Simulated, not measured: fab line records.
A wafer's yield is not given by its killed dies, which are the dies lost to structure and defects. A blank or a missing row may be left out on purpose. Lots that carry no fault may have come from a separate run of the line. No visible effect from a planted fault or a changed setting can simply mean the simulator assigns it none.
fab line records	flow rit-cmos
[record] lots = 5	wafers = 15	last-day = 7
route steps=202 shown SPACER@125 NSD@131 PSD@142
lots that met no fault: from a run of the same line without faults
start-h: hours from the record's first day to the start of the lot's first wafer shown	wait-h: hours since the lot's step before	" identical to the entry in the row above	L1.1+2: a single row standing in for several wafers	- no value present, or no start provided	* or withheld: withheld	< > ~ a bound
route shown NAME@n: a module of which the file shows steps, and the number in the route of the first	usual: the fault-free wafers' mean and standard deviation	same: alike in all rows	chamber/n: place in a boat	sites: per-site readings	_std_site: standard deviation across them	_edge_site: the outer-site mean with the inner-site mean subtracted	radius-mm: how far each site lies from the wafer's centre	mask NAME#n: copy n	behind: the tool/chamber that last shaped the wafer	hold: cause of the lot's hold/its duration in hours/its outcome	device: transistor that didn't switch, given as n, p or np	end of line: tests run on the same wafers once the route is complete	a step with no rows: only its recipe	killed: dies lost to structure and defects at the first sort, not the wafer's yield	map: a wafer's dies, marking killed ones x, the rest . and places with no die _
set.NAME: the setting the step ran with; set.NAME@STEP: the setting that earlier step ran with	model.NAME: the simulator's own value behind a step, which no gauge read
lots at selected steps of the route; one table per step, one row per wafer
services: when a tool's chamber went out of use (start-h, in hours from the record's first day, below 0 if earlier), for how many hours, and the reason
[[steps]]
[step RIT_SPACER_CLEAN_00]
[recipe] chemistry = SC1	mix = 3:3:50	time-s = 600	temp-c = 75
lot.wafer	tool	chamber	start-h	wait-h
L074.1+2+3	wet-bench-02	1	43.51	0.1
L076.1+3+6	wet-bench-01	3	53.75	0.1
L081.1+5+6	wet-bench-01	1	80.35	0.1
L089.3+4+6	wet-bench-02	0	122.13	0.0
L096.3+4+6	wet-bench-01	2	158.01	0.0
[step RIT_SPACER_CLEAN_01]
[recipe] chemistry = dHF	dilution = 50:1	time-s = 30
lot.wafer	tool	chamber	start-h	wait-h
L074.1+2+3	wet-bench-01	3	43.69	0.0
L076.1+3+6	wet-bench-03	0	54.10	0.0
L081.1+5+6	wet-bench-02	1	80.53	0.0
L089.3+4+6	wet-bench-01	3	122.48	0.0
L096.3+4+6	wet-bench-02	3	158.20	0.0
[step RIT_SPACER_CLEAN_02]
[recipe] chemistry = SC2	mix = 3:3:50	time-s = 600	temp-c = 75	dry = n2-spin
lot.wafer	tool	chamber	start-h	wait-h
L074.1+2+3	wet-bench-03	1	43.72	0.0
L076.1+3+6	wet-bench-02	2	54.14	0.0
L081.1+5+6	wet-bench-03	1	80.55	0.0
L089.3+4+6	wet-bench-03	2	122.50	0.0
L096.3+4+6	wet-bench-01	3	158.21	0.0
[step RIT_SPACER_CVD_03]
[recipe] material = Si3N4	target-thk-nm = 250	temp-c = 810	precursor = SiH2Cl2/NH3	time-s = 3300	pressure-mtorr = 300	sih2cl2-flow-sccm = 60	nh3-flow-sccm = 150
[usual] nh3-flow-sccm = 150.0/0.47
lot.wafer	tool	chamber	start-h	wait-h	nh3-flow-sccm
L074.1	lpcvd-02	0	43.91	0.0	149.6
L074.2	"	0	"	"	149.7
L074.3	"	0	"	"	149.3
L076.1	lpcvd-01	1	54.31	0.0	150.4
L076.3	"	1	"	"	150.2
L076.6	"	1	"	"	151.3
L081.1	lpcvd-01	1	80.74	0.0	149.4
L081.5	"	1	"	"	149.9
L081.6	"	1	"	"	149.8
L089.3	lpcvd-01	0	123.05	0.4	150.1
L089.4	"	0	"	"	149.9
L089.6	"	0	"	"	149.9
L096.3	lpcvd-01	1	158.40	0.0	149.7
L096.4	"	1	"	"	149.9
L096.6	"	1	"	"	149.6
[step RIT_SPACER_THK_MEAS_04]
[recipe] reads = Si3N4_of_SPACER_CVD_03
[usual] SPACER_NITRIDE_THK = 249.9/2.2
lot.wafer	tool	chamber	start-h	wait-h	SPACER_NITRIDE_THK[nm]
L074.1	film-metro-03	-	45.83	0.0	247.2
L074.2	"	-	"	"	246.0
L074.3	"	-	"	"	248.7
L076.1	film-metro-03	-	56.23	0.0	252.5
L076.3	"	-	"	"	250.6
L076.6	"	-	"	"	252.3
L081.1	film-metro-04	-	82.65	0.0	248.6
L081.5	"	-	"	"	252.8
L081.6	"	-	"	"	249.8
L089.3	film-metro-01	-	124.99	0.0	247.7
L089.4	"	-	"	"	246.8
L089.6	"	-	"	"	248.0
L096.3	film-metro-04	-	160.34	0.0	254.7
L096.4	"	-	"	"	252.1
L096.6	"	-	"	"	252.1
[step RIT_SPACER_ETCHBACK_05]
[recipe] target-depth-a = 2500	SF6_flow_sccm = 30	CHF3_flow_sccm = 30	target = Si3N4	chemistry = SF6/CHF3	pressure-mtorr = 40	rf-w = 250	time-s = 240	stop-on = SiO2
[usual] SF6_flow_sccm = 30.01/0.081	drypump-motor-current-A = 5.7/0.42	oes-product-au = 0.840/0.013	rf-fwd-power-W = 249.1/0.85	throttle-valve-pct = 10.31/0.18
lot.wafer	tool	chamber	start-h	wait-h	SF6_flow_sccm	drypump-motor-current-A	oes-product-au	rf-fwd-power-W	rf-hours-counter-h	throttle-valve-pct
L074.1	rie-diel-01	3	45.89	0.1	29.97	5.4	0.853	248.0	131	10.03
L074.2	"	0	"	"	29.97	5.3	0.839	248.9	3	10.23
L074.3	"	2	"	"	30.04	5.5	0.830	249.2	22	10.53
L076.1	rie-diel-01	1	56.29	0.1	30.05	6.3	0.839	248.5	47	10.37
L076.3	"	2	"	"	29.97	5.5	0.838	249.7	22	10.52
L076.6	"	3	"	"	29.92	5.4	0.857	248.8	-	10.05
L081.1	rie-diel-04	1	82.71	0.1	29.96	6.7	0.842	247.6	6	10.31
L081.5	"	0	"	"	30.06	5.8	0.848	250.1	-	10.47
L081.6	"	3	"	"	30.05	6.1	0.847	249.5	-	10.13
L089.3	rie-diel-01	1	125.03	0.0	30.13	6.3	0.824	247.9	48	10.36
L089.4	"	3	"	"	30.03	5.4	0.854	247.6	132	10.02
L089.6	"	0	"	"	29.89	5.3	0.838	248.0	-	10.23
L096.3	rie-diel-04	3	160.38	0.0	29.98	6.1	0.866	248.7	29	10.14
L096.4	"	2	"	"	30.06	5.5	0.856	247.6	2	10.08
L096.6	"	3	"	"	30.05	6.1	0.840	249.1	-	10.14
[step RIT_NSD_HMDS_00]
[recipe] prime-time-s = 60	prime-temp-c = 140
[usual] exhaust-pa = 45.1/0.86	resist-line-temp-C = 23.01/0.11
lot.wafer	tool	chamber	start-h	wait-h	exhaust-pa	resist-line-temp-C
L074.1	litho-track-03	0	46.04	0.1	46.4	22.99
L074.2	"	0	"	"	46.1	23.03
L074.3	"	0	"	"	45.6	22.90
L076.1	litho-track-02	0	56.44	0.1	46.3	23.02
L076.3	"	0	"	"	44.5	22.90
L076.6	"	0	"	"	45.2	22.95
L081.1	litho-track-03	0	82.86	0.1	45.2	23.08
L081.5	"	0	"	"	45.2	22.86
L081.6	"	0	"	"	45.3	22.99
L089.3	litho-track-04	0	125.23	0.1	45.8	23.16
L089.4	"	0	"	"	44.8	23.10
L089.6	"	0	"	"	45.6	23.10
L096.3	litho-track-03	0	160.58	0.1	44.2	22.97
L096.4	"	0	"	"	45.4	23.01
L096.6	"	0	"	"	44.5	23.06
[step RIT_NSD_COAT_01]
[recipe] resist = NOVOLAK	spin-rpm = 3250	resist-thk-nm = 1000
[usual] exhaust-pa = 45.0/0.78	resist-line-temp-C = 23.01/0.11
lot.wafer	tool	chamber	start-h	wait-h	exhaust-pa	resist-line-temp-C
L074.1	litho-track-03	0	46.19	0.1	46.2	23.07
L074.2	"	0	"	"	45.4	23.07
L074.3	"	0	"	"	45.9	22.99
L076.1	litho-track-02	0	56.59	0.1	43.2	22.97
L076.3	"	0	"	"	44.9	22.87
L076.6	"	0	"	"	44.4	23.03
L081.1	litho-track-03	0	83.01	0.1	44.5	22.95
L081.5	"	0	"	"	43.6	22.96
L081.6	"	0	"	"	44.5	22.95
L089.3	litho-track-04	0	125.38	0.1	43.6	23.19
L089.4	"	0	"	"	45.4	23.04
L089.6	"	0	"	"	45.5	23.04
L096.3	litho-track-03	0	160.73	0.1	45.0	22.88
L096.4	"	0	"	"	44.5	22.96
L096.6	"	0	"	"	44.8	22.92
[step RIT_NSD_SOFTBAKE_02]
[recipe] resist = NOVOLAK	temp-c = 90	time-s = 60
[usual] exhaust-pa = 44.9/0.88	resist-line-temp-C = 23.01/0.11
lot.wafer	tool	chamber	start-h	wait-h	exhaust-pa	resist-line-temp-C
L074.1	litho-track-03	0	46.34	0.1	46.5	23.02
L074.2	"	0	"	"	47.1	22.85
L074.3	"	0	"	"	45.0	22.88
L076.1	litho-track-02	0	56.74	0.1	43.3	23.20
L076.3	"	0	"	"	44.6	23.03
L076.6	"	0	"	"	45.7	23.22
L081.1	litho-track-03	0	83.16	0.1	45.5	23.00
L081.5	"	0	"	"	44.7	23.01
L081.6	"	0	"	"	44.3	23.16
L089.3	litho-track-04	0	125.53	0.1	45.3	23.03
L089.4	"	0	"	"	44.7	23.07
L089.6	"	0	"	"	44.2	23.10
L096.3	litho-track-03	0	160.88	0.1	45.0	22.86
L096.4	"	0	"	"	44.8	23.04
L096.6	"	0	"	"	46.5	23.04
[step RIT_NSD_EXPOSE_03]
[recipe] mask-id = M9	na = 0.57	target-cd-nm = 40700	dose-mj = 250
lot.wafer	tool	chamber	start-h	wait-h	mask
L074.1+2+3	iline-stepper-01	0	46.61	0.2	M9#0
L076.1+3+6	iline-stepper-02	0	56.89	0.1	M9#0
L081.1+5+6	iline-stepper-02	0	83.44	0.2	M9#0
L089.3+4+6	iline-stepper-01	0	125.67	0.1	M9#0
L096.3+4+6	iline-stepper-02	0	161.02	0.1	M9#0
[step RIT_NSD_PEB_04]
[recipe] resist = NOVOLAK	temp-c = withheld	time-s = withheld
[usual] exhaust-pa = 45.1/0.9	resist-line-temp-C = *
lot.wafer	tool	chamber	start-h	wait-h	exhaust-pa	resist-line-temp-C
L074.1	litho-track-02	0	46.73	0.1	43.9	*
L074.2	"	0	"	"	45.1	*
L074.3	"	0	"	"	44.9	*
L076.1	litho-track-04	0	57.09	0.2	44.5	*
L076.3	"	0	"	"	46.8	*
L076.6	"	0	"	"	45.9	*
L081.1	litho-track-02	0	83.56	0.1	46.0	*
L081.5	"	0	"	"	45.1	*
L081.6	"	0	"	"	46.1	*
L089.3	litho-track-03	0	125.80	0.1	46.1	*
L089.4	"	0	"	"	45.4	*
L089.6	"	0	"	"	44.9	*
L096.3	litho-track-02	0	161.15	0.1	45.2	*
L096.4	"	0	"	"	43.8	*
L096.6	"	0	"	"	45.3	*
[step RIT_NSD_DEVELOP_05]
[recipe] resist = NOVOLAK	develop-time-s = 50	dev-temp-c = 23
[usual] exhaust-pa = 44.9/1	resist-line-temp-C = 23.01/0.13
lot.wafer	tool	chamber	start-h	wait-h	exhaust-pa	resist-line-temp-C
L074.1	litho-track-02	0	-	-	46.5	22.96
L074.2	"	0	"	"	44.5	22.82
L074.3	"	0	"	"	44.9	22.89
L076.1	litho-track-04	0	-	-	46.9	23.09
L076.3	"	0	"	"	44.8	22.94
L076.6	"	0	"	"	45.2	23.18
L081.1	litho-track-02	0	-	-	43.5	22.98
L081.5	"	0	"	"	44.4	23.06
L081.6	"	0	"	"	46.4	23.02
L089.3	litho-track-03	0	-	-	45.9	23.02
L089.4	"	0	"	"	45.4	22.96
L089.6	"	0	"	"	45.4	23.06
L096.3	litho-track-02	0	-	-	43.8	23.14
L096.4	"	0	"	"	45.1	23.16
L096.6	"	0	"	"	43.7	23.00
[step RIT_NSD_OVL_MEAS_06]
[usual] NSD_OVL = -0.8/1.5
lot.wafer	tool	chamber	start-h	wait-h	NSD_OVL[nm]
L074.1	overlay-01	-	47.01	-	-2.7
L074.2	"	-	"	"	-2.0
L074.3	"	-	"	"	0.4
L076.1	overlay-02	-	57.37	-	-1.7
L076.3	"	-	"	"	-2.9
L076.6	"	-	"	"	-2.7
L081.1	overlay-01	-	83.84	-	-2.3
L081.5	"	-	"	"	-0.3
L081.6	"	-	"	"	-0.7
L089.3	overlay-01	-	126.04	-	-0.3
L089.4	"	-	"	"	0.3
L089.6	"	-	"	"	2.0
L096.3	overlay-02	-	161.39	-	0.8
L096.4	"	-	"	"	0.9
L096.6	"	-	"	"	-0.6
[step RIT_NSD_HARDBAKE_07]
[recipe] resist = NOVOLAK	temp-c = 140	time-s = 60
[usual] exhaust-pa = 45.1/0.98	resist-line-temp-C = 23.02/0.11
lot.wafer	tool	chamber	start-h	wait-h	exhaust-pa	resist-line-temp-C
L074.1	litho-track-02	0	47.05	0.0	46.3	23.00
L074.2	"	0	"	"	43.4	22.97
L074.3	"	0	"	"	45.6	23.12
L076.1	litho-track-02	0	57.43	0.0	44.4	23.06
L076.3	"	0	"	"	45.2	22.97
L076.6	"	0	"	"	44.1	23.11
L081.1	litho-track-02	0	83.88	0.0	45.0	22.80
L081.5	"	0	"	"	44.5	23.04
L081.6	"	0	"	"	45.9	22.84
L089.3	litho-track-04	0	126.12	0.1	43.7	23.17
L089.4	"	0	"	"	42.5	23.28
L089.6	"	0	"	"	44.7	23.27
L096.3	litho-track-04	0	161.47	0.1	46.2	23.07
L096.4	"	0	"	"	45.4	23.13
L096.6	"	0	"	"	45.2	23.11
[step RIT_NSD_IMPLANT_08]
[recipe] species = P	energy-kev = 25	dose-cm2 = 1e+15	tilt-deg = 7
[usual] tilt-deg = 7.001/0.021
lot.wafer	tool	chamber	start-h	wait-h	tilt-deg
L074.1	implanter-04	0	47.20	0.1	7.010
L074.2	"	0	"	"	6.986
L074.3	"	0	"	"	7.005
L076.1	implanter-04	0	57.58	0.1	6.983
L076.3	"	0	"	"	6.990
L076.6	"	0	"	"	6.983
L081.1	implanter-02	0	84.03	0.1	7.001
L081.5	"	0	"	"	7.007
L081.6	"	0	"	"	7.007
L089.3	implanter-03	0	126.27	0.1	7.037
L089.4	"	0	"	"	7.021
L089.6	"	0	"	"	7.033
L096.3	implanter-04	0	161.62	0.1	7.003
L096.4	"	0	"	"	7.024
L096.6	"	0	"	"	7.013
[step RIT_NSD_STRIP_09]
[recipe] chemistry = O2	time-s = 180	resist = NOVOLAK	platen-temp-c = withheld	power-w = 500	pressure-mtorr = 4000	o2-flow-sccm = 4000
[usual] drypump-motor-current-A = 5.9/0.57	o2-flow-sccm = 3998/11
lot.wafer	tool	chamber	start-h	wait-h	drypump-motor-current-A	o2-flow-sccm	rf-hours-counter-h
L074.1	plasma-asher-04	1	47.35	0.1	5.1	4005	40
L074.2	"	0	"	"	5.4	4001	40
L074.3	"	1	"	"	5.0	3981	-
L076.1	plasma-asher-04	0	57.73	0.1	5.4	3986	41
L076.3	"	0	"	"	5.4	3991	-
L076.6	"	1	"	"	5.0	3987	-
L081.1	plasma-asher-03	1	84.18	0.1	5.3	3987	44
L081.5	"	1	"	"	5.3	3980	-
L081.6	"	0	"	"	6.4	3972	-
L089.3	plasma-asher-02	1	126.42	0.1	5.7	3987	-
L089.4	"	0	"	"	6.6	4012	-
L089.6	"	0	"	"	6.6	4000	-
L096.3	plasma-asher-03	1	161.78	0.1	5.3	3999	-
L096.4	"	0	"	"	6.4	4014	-
L096.6	"	0	"	"	6.4	3997	-
[step RIT_NSD_TW_MEAS_10]
[usual] NSD_TW = 3110/14
lot.wafer	tool	chamber	start-h	wait-h	NSD_TW
L074.1	film-metro-04	-	47.52	0.1	3123
L074.2	"	-	"	"	3138
L074.3	"	-	"	"	3127
L076.1	film-metro-03	-	57.90	0.1	3110
L076.3	"	-	"	"	3118
L076.6	"	-	"	"	3098
L081.1	film-metro-04	-	84.35	0.1	3095
L081.5	"	-	"	"	3108
L081.6	"	-	"	"	3113
L089.3	film-metro-02	-	126.56	0.1	3144
L089.4	"	-	"	"	3134
L089.6	"	-	"	"	3115
L096.3	film-metro-02	-	161.91	0.1	3115
L096.4	"	-	"	"	3120
L096.6	"	-	"	"	3123
[step RIT_PSD_HMDS_00]
[recipe] prime-time-s = 60	prime-temp-c = 140
[usual] exhaust-pa = 44.9/0.93	resist-line-temp-C = 23.00/0.11
lot.wafer	tool	chamber	start-h	wait-h	exhaust-pa	resist-line-temp-C
L074.1	litho-track-03	0	47.58	0.1	44.3	23.15
L074.2	"	0	"	"	44.6	23.04
L074.3	"	0	"	"	46.0	23.06
L076.1	litho-track-03	0	57.96	0.1	45.4	22.92
L076.3	"	0	"	"	46.0	23.03
L076.6	"	0	"	"	44.8	22.81
L081.1	litho-track-04	0	84.45	0.1	45.2	22.84
L081.5	"	0	"	"	44.0	22.92
L081.6	"	0	"	"	44.6	22.99
L089.3	litho-track-01	0	126.65	0.1	44.8	22.88
L089.4	"	0	"	"	44.9	22.92
L089.6	"	0	"	"	45.1	23.00
L096.3	litho-track-01	0	162.20	0.3	44.6	23.02
L096.4	"	0	"	"	44.9	23.17
L096.6	"	0	"	"	44.3	22.97
[[services]]
tool	chamber	start-h	hours	kind
implanter-02	-	19.75	1.2	repair
plasma-asher-03	-	20.85	0.4	repair
rie-diel-04	2	22.64	19.4	repair
lpcvd-01	-	25.05	6.1	pm
implanter-02	-	27.49	3.4	repair
plasma-asher-02	-	34.92	0.8	repair
iline-stepper-01	-	42.90	2.1	pm
iline-stepper-01	-	44.98	-	consumable-replace:lamp
implanter-03	-	46.06	2.7	pm
lpcvd-01	-	56.69	6.0	pm
rie-diel-01	-	64.93	14.6	pm
implanter-03	-	66.78	3.7	repair
plasma-asher-03	-	66.92	2.8	pm
iline-stepper-02	-	68.03	1.7	pm
rie-diel-04	2	82.42	-	clean
rie-diel-04	2	82.42	12.5	scheduled-down
rie-diel-04	2	82.42	12.5	vent-cycle
iline-stepper-01	-	93.41	1.7	pm
plasma-asher-04	-	108.75	9.0	pm
plasma-asher-04	0	108.75	9.0	vent-cycle
lpcvd-02	-	116.41	6.0	pm
plasma-asher-04	-	135.51	1.5	repair
iline-stepper-01	-	135.73	3.9	repair
rie-diel-04	-	144.67	1.0	repair
[[key]]
fault none
